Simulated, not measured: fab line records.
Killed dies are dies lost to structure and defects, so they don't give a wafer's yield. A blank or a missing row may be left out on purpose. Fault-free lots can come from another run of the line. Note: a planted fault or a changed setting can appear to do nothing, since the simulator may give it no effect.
Matching of chambers	flow berkeley cmos170	cmp-01 running UCB170_V2_CMP_02: 4 sister chambers
The step polishes SiO2. 14 wafers are shown with their chamber, then 7 later ones without.

EACH WAFER AND ITS CHAMBER
wafer	chamber	motor current A (A)	platen rpm (rpm)	slurry filter dp kPa (kPa)
L273.1	1	13.1	59.95	13.75
L273.2	2	13.5	59.98	13.61
L273.3	0	15.9	59.93	13.69
L278.2	3	17.4	59.95	13.58
L278.4	1	12.9	59.93	13.34
L278.5	1	13.2	59.99	13.70
L276.1	1	13.8	59.95	13.56
L276.2	0	15.4	59.95	13.55
L276.3	2	13.6	59.98	13.47
L282.1	2	14.2	59.96	13.53
L282.5	2	14.6	60.11	13.48
L282.6	1	13.2	60.01	13.74
L290.2	1	13.4	59.99	13.36
L290.4	3	17.0	60.00	13.47

SIGNATURES, as means of the wafers listed above
reading	chamber 0	chamber 1	chamber 2	chamber 3	scatter within a chamber
motor current A	15.650	13.267	13.975	17.200	0.385
platen rpm	59.9400	59.9700	60.0075	59.9750	0.0453
slurry filter dp kPa	13.6200	13.5750	13.5225	13.5250	0.143
Rule: a wafer lies at a distance from a chamber equal to the root of the sum of squares, over the readings, of (its reading less the chamber's mean, divided by the reading's scatter). If the next closest chamber is less than 2 further off than the closest, the wafer can't be placed; otherwise it belongs to the closest. The scatter is the square root of a quotient: the sum, over the shown wafers, of each reading's squared deviation from its chamber's mean, divided by wafers minus chambers.

WAFERS MISSING THEIR CHAMBER
wafer	motor current A (A)	platen rpm (rpm)	slurry filter dp kPa (kPa)
L290.5	13.7	60.01	13.32
L291.2	12.9	60.04	13.59
L291.4	15.3	59.99	13.27
L291.6	18.5	60.03	13.44
L296.1	14.6	60.01	13.59
L296.2	18.4	60.02	13.53
L296.5	14.0	60.04	13.40

WHICH CHAMBER EACH ONE RAN IN
wafer	from the rows above	in truth
L290.5	can't be placed: 2 or 1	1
L291.2	can't be placed: 1 or 2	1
L291.4	can't be placed: 0 or 2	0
L291.6	3	3
L296.1	can't be placed: 2 or 0 or 1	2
L296.2	3	3
L296.5	can't be placed: 2 or 1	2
Placed correctly: 2 of 7. Cannot be placed on the basis of these rows: 5; the candidates contain the true chamber in 5. 0 placed wrongly.
